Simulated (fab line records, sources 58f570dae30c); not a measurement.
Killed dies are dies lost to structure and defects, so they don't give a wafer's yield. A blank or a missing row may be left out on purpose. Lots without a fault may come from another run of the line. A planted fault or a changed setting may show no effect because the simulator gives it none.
fab line records | flow berkeley_cmos170
record lots=14 wafers=42 last_day=12
route steps=331 shown M1@249 V1@258 V2@306
lots that met no fault: from a run of the same line without faults
start_h: hours from the record's first day to the start of the lot's first wafer shown | wait_h: hours since the lot's step before | " the same as in the row above | L1.1+2: a row that stands for several wafers | - no value, or no start given | * or withheld: withheld | < > ~ a bound
route shown NAME@n: a module of which the file shows steps, and the number in the route of the first | usual: mean/standard deviation of fault-free wafers | same: alike in all rows | chamber/n: place in a boat | sites: the reading at each site | _std_site: their standard deviation | _edge_site: outer sites' mean less inner sites' | radius_mm: how far each site lies from the wafer's centre | mask NAME#n: copy n | behind: the tool/chamber that last shaped the wafer | hold: why the lot was held/for how many hours/how that ended | device: the transistor (n, p or np) that didn't switch | end of line: the same wafers' tests at the end of the route | a step without rows: its recipe alone | killed: dies lost to structure and defects at the first sort, not the wafer's yield | map: a wafer's dies, x killed, . not, _ none there
set.NAME: the setting as run; set.NAME@STEP: as run at that earlier step | model.NAME: the simulator's own value behind a step, which no gauge read
steps of the route over a sample of lots; a table a step, a row a wafer
services: from which hour (start_h, from the record's first day; less than 0 if before it) a tool's chamber was out of use, for how many hours, and why
## steps
# step UCB170_M1_ETCH_11
# recipe chemistry=N2/H2 target_depth_a=withheld overetch_a=withheld target=BARC time_s=withheld source_w=500 bias_w=100 pressure_mtorr=30 n2_flow_sccm=100 h2_flow_sccm=200
# usual drypump_motor_current_A=5.8/0.32 h2_flow_sccm=200.1/0.59 oes_product_au=1.007/0.019 throttle_valve_pct=13.30/0.22
# columns lot.wafer tool chamber start_h wait_h drypump_motor_current_A h2_flow_sccm oes_product_au throttle_valve_pct
L946.1 rie_diel-03 3 149.75 0.0 5.3 199.7 1.044 13.13
L946.2 " 0 " " 5.8 200.6 1.009 13.72
L946.6 " 2 " " 5.5 201.0 1.019 13.08
L945.2 rie_diel-02 2 152.00 0.0 5.2 200.2 0.977 13.01
L945.3 " 0 " " 5.9 200.1 0.994 13.08
L945.6 " 1 " " 6.1 200.0 1.002 13.43
L949.1 rie_diel-03 0 164.28 0.0 5.8 199.8 1.000 13.73
L949.5 " 3 " " 5.3 200.5 1.034 13.11
L949.6 " 0 " " 5.8 200.7 0.998 13.72
L950.3 rie_diel-03 1 166.03 0.0 6.4 200.1 1.009 13.60
L950.4 " 3 " " 5.3 199.7 1.027 13.13
L950.5 " 3 " " 5.3 200.1 1.043 13.12
L948.2 rie_diel-01 2 174.92 0.0 5.8 200.5 0.980 13.27
L948.5 " 2 " " 5.7 199.7 0.995 13.26
L948.6 " 1 " " 5.7 199.1 0.976 13.24
L953.2 rie_diel-01 1 186.51 0.0 5.7 199.8 0.972 13.23
L953.3 " 3 " " 5.5 200.6 1.028 13.17
L953.6 " 2 " " 5.7 199.3 0.982 13.28
L955.2 rie_diel-03 1 204.07 0.0 6.4 200.0 1.013 13.60
L955.3 " 2 " " 5.5 200.6 0.996 13.06
L955.4 " 3 " " 5.3 199.8 1.028 13.12
L954.3 rie_diel-01 3 204.37 0.0 5.6 198.7 1.026 13.17
L954.4 " 2 " " 5.8 199.6 0.987 13.29
L954.5 " 1 " " 5.7 200.2 0.986 13.21
L956.1 rie_diel-03 2 209.83 0.0 5.5 200.5 0.997 13.06
L956.2 " 0 " " 5.8 200.0 0.993 13.72
L956.6 " 1 " " 6.3 200.0 0.995 13.58
L957.1 rie_diel-01 2 210.09 0.0 5.7 200.5 0.987 13.28
L957.2 " 3 " " 5.6 200.1 1.038 13.16
L957.3 " 0 " " 6.0 200.9 1.016 13.27
L959.4 rie_diel-01 1 221.52 0.0 5.7 200.6 0.973 13.22
L959.5 " 3 " " 5.6 201.2 1.025 13.16
L959.6 " 0 " " 6.1 200.9 1.025 13.26
L958.2 rie_diel-03 0 221.76 0.0 5.8 200.2 1.009 13.72
L958.3 " 1 " " 6.4 199.9 1.012 13.61
L958.4 " 1 " " 6.4 200.1 1.013 13.62
L963.2 rie_diel-02 0 240.94 0.0 5.9 200.9 0.993 13.08
L963.3 " 1 " " 6.1 199.5 1.001 13.43
L963.4 " 3 " " 6.1 200.1 1.027 13.46
L968.1 rie_diel-01 0 266.49 0.0 6.0 200.5 1.021 13.28
L968.2 " 1 " " 5.7 199.6 0.965 13.24
L968.6 " 1 " " 5.7 200.4 0.983 13.22
# step UCB170_V1_THK_MEAS_04
# recipe reads=SiO2_of_V1_CVD_00
# usual V1_POLISHED_THK=999.9/1.3
# columns lot.wafer tool chamber start_h wait_h V1_POLISHED_THK[nm]
L946.1 film_metro-02 - 156.08 0.1 1001.2
L946.2 " - " " 998.8
L946.6 " - " " 999.8
L945.2 film_metro-01 - 156.39 0.1 1001.7
L945.3 " - " " 999.4
L945.6 " - " " 1001.2
L949.1 film_metro-01 - 171.96 0.1 1000.2
L949.5 " - " " 1001.2
L949.6 " - " " 1003.1
L950.3 film_metro-03 - 171.98 0.1 1001.0
L950.4 " - " " 1001.0
L950.5 " - " " 1000.3
L948.2 film_metro-01 - 182.62 0.1 999.4
L948.5 " - " " 1000.5
L948.6 " - " " 998.0
L953.2 film_metro-01 - 191.69 0.1 1000.4
L953.3 " - " " 1001.8
L953.6 " - " " 1000.6
L955.2 film_metro-02 - 206.81 0.1 1000.0
L955.3 " - " " 999.5
L955.4 " - " " 998.6
L954.3 film_metro-01 - 208.16 0.1 998.7
L954.4 " - " " 997.0
L954.5 " - " " 998.4
L956.1 film_metro-01 - 213.76 0.1 1000.4
L956.2 " - " " 1000.0
L956.6 " - " " 1000.1
L957.1 film_metro-03 - 213.76 0.1 1001.6
L957.2 " - " " 1001.0
L957.3 " - " " 1002.4
L959.4 film_metro-01 - 225.19 0.1 1003.2
L959.5 " - " " 1001.6
L959.6 " - " " 1002.0
L958.2 film_metro-02 - 225.21 0.1 999.6
L958.3 " - " " 1000.0
L958.4 " - " " 999.4
L963.2 film_metro-03 - 243.69 0.1 997.3
L963.3 " - " " 1002.0
L963.4 " - " " 1000.9
L968.1 film_metro-01 - 270.52 0.1 1000.2
L968.2 " - " " 1000.9
L968.6 " - " " 999.6
# step UCB170_V1_OVL_MEAS_13
# usual V1_OVL=1/5.3
# columns lot.wafer tool chamber start_h wait_h V1_OVL[nm]
L946.1 overlay-02 - 157.73 0.1 0
L946.2 " - " " 0
L946.6 " - " " 6
L945.2 overlay-02 - 158.12 0.1 -7
L945.3 " - " " -2
L945.6 " - " " -10
L949.1 overlay-01 - 174.05 0.1 3
L949.5 " - " " 6
L949.6 " - " " 4
L950.3 overlay-02 - 174.30 0.1 8
L950.4 " - " " 16
L950.5 " - " " 2
L948.2 overlay-01 - 184.34 0.1 11
L948.5 " - " " 6
L948.6 " - " " 6
L953.2 overlay-01 - 193.37 0.1 -3
L953.3 " - " " 3
L953.6 " - " " -1
L955.2 overlay-02 - 209.48 0.1 3
L955.3 " - " " -1
L955.4 " - " " -1
L954.3 overlay-02 - 210.04 0.1 0
L954.4 " - " " 1
L954.5 " - " " 2
L956.1 overlay-01 - 217.00 0.1 -9
L956.2 " - " " -10
L956.6 " - " " -5
L957.1 overlay-01 - 217.79 0.1 6
L957.2 " - " " -5
L957.3 " - " " 7
L959.4 overlay-02 - 227.44 0.1 -3
L959.5 " - " " 1
L959.6 " - " " 9
L958.2 overlay-01 - 228.03 0.1 8
L958.3 " - " " 1
L958.4 " - " " 7
L963.2 overlay-02 - 246.52 0.1 0
L963.3 " - " " 9
L963.4 " - " " 0
L968.1 overlay-01 - 272.02 0.1 0
L968.2 " - " " 9
L968.6 " - " " 2
# step UCB170_V2_ETCH_14
# recipe chemistry=CHF3/CF4/Ar target=SiO2 stop_on=Al CHF3_flow_sccm=45 cf4_flow_sccm=15 Ar_flow_sccm=150 pressure_mtorr=200 rf_w=700 target_depth_a=12500 over_etch_frac=0.25 time_s=291
# usual cf4_flow_sccm=15.00/0.041 drypump_motor_current_A=5.84/0.28 oes_product_au=0.879/0.012 throttle_valve_pct=6.92/0.095
# columns lot.wafer tool chamber start_h wait_h cf4_flow_sccm drypump_motor_current_A oes_product_au rf_hours_counter_h throttle_valve_pct
L946.1 rie_diel-02 2 163.55 0.0 15.01 5.18 0.883 148 6.75
L946.2 " 0 " " 15.05 5.87 0.874 32 6.84
L946.6 " 2 " " 15.03 5.19 0.879 - 6.75
L945.2 rie_diel-04 0 163.83 0.0 15.00 5.55 0.882 20 6.86
L945.3 " 3 " " 15.04 5.82 0.877 2 7.15
L945.6 " 0 " " 14.98 5.56 0.868 - 6.83
L949.1 rie_diel-02 1 179.11 0.0 15.01 6.09 0.883 7 6.98
L949.5 " 2 " " 14.95 5.21 0.882 - 6.74
L949.6 " 3 " " 14.94 6.05 0.881 - 7.02
L950.3 rie_diel-04 2 180.14 0.0 14.95 6.35 0.875 41 6.93
L950.4 " 3 " " 14.99 5.82 0.874 3 7.17
L950.5 " 3 " " 14.98 5.81 0.877 - 7.15
L948.2 rie_diel-02 1 190.46 0.0 15.03 6.09 0.884 8 6.96
L948.5 " 0 " " 15.00 5.90 0.871 - 6.84
L948.6 " 1 " " 15.01 6.11 0.894 - 6.97
L953.2 rie_diel-01 1 199.35 0.0 15.03 5.68 0.860 9 6.89
L953.3 " 3 " " 15.02 5.57 0.888 92 6.87
L953.6 " 2 " " 15.03 5.74 0.866 - 6.96
L955.2 rie_diel-04 1 215.00 0.0 15.05 5.95 0.896 100 6.92
L955.3 " 0 " " 14.96 5.54 0.876 23 6.85
L955.4 " 2 " " 15.00 6.43 0.870 43 6.97
L954.3 rie_diel-01 1 215.43 0.0 15.07 5.67 0.859 10 6.90
L954.4 " 0 " " 14.96 6.05 0.897 3 6.95
L954.5 " 1 " " 14.96 5.71 0.871 - 6.89
L956.1 rie_diel-02 2 223.24 0.0 15.03 5.20 0.873 0 6.74
L956.2 " 0 " " 15.01 5.87 0.878 34 6.85
L956.6 " 3 " " 15.06 5.99 0.888 - 7.00
L957.1 rie_diel-01 1 224.11 0.0 15.02 5.73 0.854 11 6.87
L957.2 " 0 " " 14.97 6.06 0.897 3 6.94
L957.3 " 3 " " 14.98 5.59 0.882 93 6.86
L959.4 rie_diel-01 0 233.58 0.0 15.03 6.05 0.895 4 6.95
L959.5 " 1 " " 14.97 5.69 0.872 - 6.89
L959.6 " 0 " " 15.04 6.05 0.907 - 6.93
L958.2 rie_diel-01 0 234.30 0.0 14.93 6.06 0.893 4 6.96
L958.3 " 2 " " 14.90 5.74 0.854 102 6.97
L958.4 " 1 " " 14.97 5.72 0.860 12 6.90
L963.2 rie_diel-01 2 254.81 0.0 15.00 5.74 0.858 103 6.98
L963.3 " 3 " " 14.95 5.60 0.870 95 6.89
L963.4 " 1 " " 14.94 5.71 0.852 12 6.90
L968.1 rie_diel-02 3 277.43 0.0 15.08 6.07 0.882 7 7.01
L968.2 " 0 " " 14.99 5.86 0.870 37 6.83
L968.6 " 0 " " 14.93 5.89 0.865 - 6.87
# step UCB170_V2_STRIP_15
# recipe chemistry=O2 power_w=400 pressure_mtorr=3500 platen_temp_c=withheld o2_flow_sccm=400 overash_fraction=0.5
# usual drypump_motor_current_A=5.9/0.38 oes_product_au=0.722/0.0043 strip_time_to_endpoint_s=15.33/0.11
# columns lot.wafer tool chamber start_h wait_h drypump_motor_current_A oes_product_au rf_hours_counter_h strip_time_to_endpoint_s
L946.1 plasma_asher-03 1 163.73 0.1 6.0 0.728 37 15.36
L946.2 " 0 " " 6.1 0.719 37 15.25
L946.6 " 0 " " 6.1 0.730 - 15.30
L945.2 plasma_asher-01 0 164.01 0.1 5.5 0.723 46 15.42
L945.3 " 1 " " 5.6 0.719 - 15.27
L945.6 " 1 " " 5.6 0.717 - 15.49
L949.1 plasma_asher-04 0 179.29 0.1 6.6 0.721 48 15.32
L949.5 " 1 " " 5.6 0.717 - 15.49
L949.6 " 0 " " 6.6 0.722 - 15.18
L950.3 plasma_asher-01 1 180.35 0.1 5.6 0.734 - 15.41
L950.4 " 0 " " 5.5 0.726 - 15.17
L950.5 " 1 " " 5.6 0.725 - 15.26
L948.2 plasma_asher-03 1 190.64 0.1 6.1 0.722 40 15.42
L948.5 " 1 " " 6.1 0.719 - 15.33
L948.6 " 0 " " 6.1 0.724 - 15.43
L953.2 plasma_asher-03 1 199.53 0.1 6.1 0.727 41 15.30
L953.3 " 0 " " 6.1 0.727 - 15.30
L953.6 " 1 " " 6.1 0.724 - 15.20
L955.2 plasma_asher-03 1 215.18 0.1 6.1 0.727 42 15.29
L955.3 " 1 " " 6.1 0.730 - 15.43
L955.4 " 0 " " 6.1 0.725 - 15.42
L954.3 plasma_asher-04 0 215.64 0.1 6.6 0.726 - 15.24
L954.4 " 1 " " 5.6 0.722 - 15.28
L954.5 " 0 " " 6.6 0.716 - 15.29
L956.1 plasma_asher-01 0 223.42 0.1 5.5 0.720 53 15.22
L956.2 " 1 " " 5.6 0.718 53 15.26
L956.6 " 0 " " 5.5 0.725 - 15.08
L957.1 plasma_asher-04 1 224.29 0.1 5.6 0.719 53 15.32
L957.2 " 0 " " 6.6 0.724 53 15.28
L957.3 " 0 " " 6.6 0.723 - 15.25
L959.4 plasma_asher-04 0 233.79 0.1 6.5 0.729 - 15.35
L959.5 " 1 " " 5.6 0.720 - 15.29
L959.6 " 0 " " 6.5 0.718 - 15.28
L958.2 plasma_asher-04 1 234.48 0.1 5.6 0.722 54 16.39
L958.3 " 1 " " 5.6 0.721 - 16.44
L958.4 " 0 " " 6.6 0.724 - 16.48
L963.2 plasma_asher-04 1 254.99 0.1 5.6 0.726 56 16.46
L963.3 " 1 " " 5.6 0.729 - 16.44
L963.4 " 0 " " 6.6 0.720 - 16.43
L968.1 plasma_asher-03 0 277.60 0.1 6.1 0.715 49 15.13
L968.2 " 1 " " 6.1 0.722 49 15.22
L968.6 " 0 " " 6.1 0.721 - 15.13
## services
# columns tool chamber start_h hours kind
plasma_asher-01 - 126.05 2.8 pm
rie_diel-03 - 132.64 1.5 repair
rie_diel-01 0 134.72 - clean
rie_diel-01 0 134.72 16.5 scheduled_down
rie_diel-01 0 134.72 16.5 vent_cycle
plasma_asher-01 - 141.20 1.2 repair
rie_diel-02 3 165.17 2.5 repair
rie_diel-03 3 178.51 3.9 repair
rie_diel-02 2 188.44 - clean
rie_diel-02 2 188.44 26.9 scheduled_down
rie_diel-02 2 188.44 26.9 vent_cycle
rie_diel-02 - 195.16 12.4 repair
rie_diel-03 - 199.77 1.8 repair
rie_diel-03 3 216.75 13.6 repair
rie_diel-04 0 218.78 1.7 repair
rie_diel-01 - 235.87 0.1 repair
plasma_asher-03 - 242.82 0.3 repair
rie_diel-04 0 246.34 4.7 repair
rie_diel-02 1 248.99 2.8 repair
rie_diel-02 2 267.63 2.7 repair
## key
first_sign step=UCB170_V2_STRIP_15 reading=strip_time_to_endpoint_s direction=up sigmas=10 usual=* struck=*
effect none on later readings
met_at UCB170_V2_ETCH_14
struck_lots L958,L963
sort_left_out L958.2,L958.3,L958.4,L963.2,L963.3,L963.4
not_acting_at UCB170_M1_ETCH_11,UCB170_V1_THK_MEAS_04,UCB170_V1_OVL_MEAS_13
onset_between 233.58 234.30
also_fits UCB170_V2_STRIP_15:plasma_asher-04
fault kind=process_parameter_drift tool=rie_diel-01 chamber=- onset_h=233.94 steps=UCB170_V2_ETCH_14 channel=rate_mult offset=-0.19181 shape=step end_h=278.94
# sort_left_out: the simulated sort isn't trusted on such a fault, so these wafers' sort isn't shown, and their yield isn't known
